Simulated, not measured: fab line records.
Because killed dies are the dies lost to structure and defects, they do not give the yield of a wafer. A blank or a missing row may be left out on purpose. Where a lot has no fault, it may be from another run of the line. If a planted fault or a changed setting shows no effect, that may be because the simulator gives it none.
Matching of chambers    flow berkeley-cmos170    4 sister chambers for UCB170_GATE_ETCH_15 on rie-si-01
The step etches poly-Si in HBr/Cl2, stops on SiO2, time 56.3 s, target depth 278.2 nm. 4 wafers are shown with their chamber, then 9 later ones without.

EACH WAFER AND ITS CHAMBER
wafer   chamber  throttle-valve-pct (%)
L292.3  2        26.40
L291.5  3        26.64
L296.4  1        26.00
L296.6  0        26.83

WAFERS WITH NO CHAMBER GIVEN
wafer   throttle-valve-pct (%)
L298.2  26.84
L298.4  26.40
L298.5  25.99
L303.3  26.81
L303.4  25.98
L303.6  25.99
L308.3  26.40
L308.4  25.98
L308.6  26.42

THE CHAMBER EACH PASSED THROUGH
wafer   from the rows above  in truth
L298.2  0                    0
L298.4  2                    2
L298.5  1                    1
L303.3  0                    0
L303.4  1                    1
L303.6  1                    1
L308.3  2                    2
L308.4  1                    1
L308.6  2                    2
9 of 9 placed correctly. Number that these rows cannot place: 0. Wrongly placed: 0.
How it was worked out, from the rows above alone: a wafer's distance from a chamber is the root of the sum, over the readings, of the square of ((its reading less the chamber's mean) divided by the reading's scatter). The wafer belongs to the nearest chamber; if the next one is less than 2 further off, it can't be placed. Each chamber's mean is taken over the wafers shown for it. The scatter: root of mean squared gap, hidden wafer to nearest shown wafer, with one shown wafer a chamber.
